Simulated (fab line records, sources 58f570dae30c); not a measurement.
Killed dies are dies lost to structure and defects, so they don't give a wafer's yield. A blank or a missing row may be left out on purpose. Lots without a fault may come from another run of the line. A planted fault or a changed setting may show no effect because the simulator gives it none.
A struck lot beside a sound one | flow berkeley_cmos170 | 14 steps out of a route of 331
Sound: wafers L437.3, L437.5, L437.6. Struck: wafers L446.2, L446.4, L446.6. The cause comes at the end.
At each step with rows: each side's tool, then ch and its chambers, then its first start. Under that, the readings that differ: sound wafers | struck wafers | difference of the means | sigmas: that difference in standard deviations of wafers without a fault.
alike: readings whose means differ by less than 2 such deviations, and words and numbers that are the same on both sides. not compared: withheld readings, readings that some wafer has no value for, bounds like >300 that may hide the same value, and numbers for which the record gives no deviation and whose values overlap.
The two part at a step that has a row with sigmas, a row that says differs or no value, or rows on one side only. Numbers that don't overlap but have no deviation are shown without sigmas and don't part them. A reading that every wafer of one side lacks parts them only if that side has two wafers or more.

first, 2 steps without rows for these wafers: UCB170_PVT_HMDS_00 (prime time 60 s); UCB170_PVT_COAT_01 (resist thk 900 nm).
UCB170_PVT_SOFTBAKE_02: time 62.52 s.
  sound on litho_track-04 ch 0, day 6 09:53; struck on litho_track-02 ch 0, day 7 18:35
  reading             | sound                | struck               | difference | sigmas
  softbake_temp_c (C) | 130.09 130.15 130.23 | 129.81 129.93 129.89 | -0.28      | -2
  alike: plate_sensor_t_centre_C, plate_sensor_t_edge_C
then, 3 steps without rows for these wafers: UCB170_PVT_EXPOSE_03 (exposes mask NWELL, target cd 3000 nm); UCB170_PVT_PEB_04; UCB170_PVT_DEVELOP_05 (develop time 45 s).
UCB170_PVT_OVL_MEAS_06:
  sound on overlay-02, day 6 10:23; struck on overlay-02, day 7 19:31
  alike: PVT_OVL
then, 1 step without rows for these wafers: UCB170_PVT_IMPLANT_07.
UCB170_PVT_STRIP_08: strips in O2.
  sound on plasma_asher-04 ch 0,1, day 6 10:36; struck on plasma_asher-01 ch 0,1, day 7 19:42
  alike: drypump_motor_current_A, oes_product_au, strip_time_to_endpoint_s
  not compared: rf_hours_counter_h
UCB170_PVT_TW_MEAS_09:
  sound on film_metro-02, day 6 10:41; struck on film_metro-02, day 7 19:49
  alike: PVT_TW
then, 1 step without rows for these wafers: UCB170_GATE_WET_ETCH_00 (etches SiO2 in dHF, time 200 s).
UCB170_FIELD_THK_MEAS_91:
  sound on film_metro-04, day 6 10:49; struck on film_metro-01, day 7 19:56
  alike: FIELD_OXIDE_LEFT_2_THK
UCB170_GATE_OXIDATION_01: target thk 6.6 nm, ox time 1800 s.
  sound on furnace-04 ch 0, day 6 15:11; struck on furnace-02, day 7 20:41
  no value came back on the struck wafers for ox_temp_c (C), ox_temp_c_max, ox_time_s (s), tube_center_temp_C_max; on the sound wafers ox_temp_c (C) reads 850.4 850.6 849.6
then, 1 step without rows for these wafers: UCB170_GATE_ANNEAL_03 (time 1800 s).

WHERE THEY PART
First at UCB170_PVT_SOFTBAKE_02; last, within this record, at UCB170_GATE_OXIDATION_01.

WHY: what the simulator had put in
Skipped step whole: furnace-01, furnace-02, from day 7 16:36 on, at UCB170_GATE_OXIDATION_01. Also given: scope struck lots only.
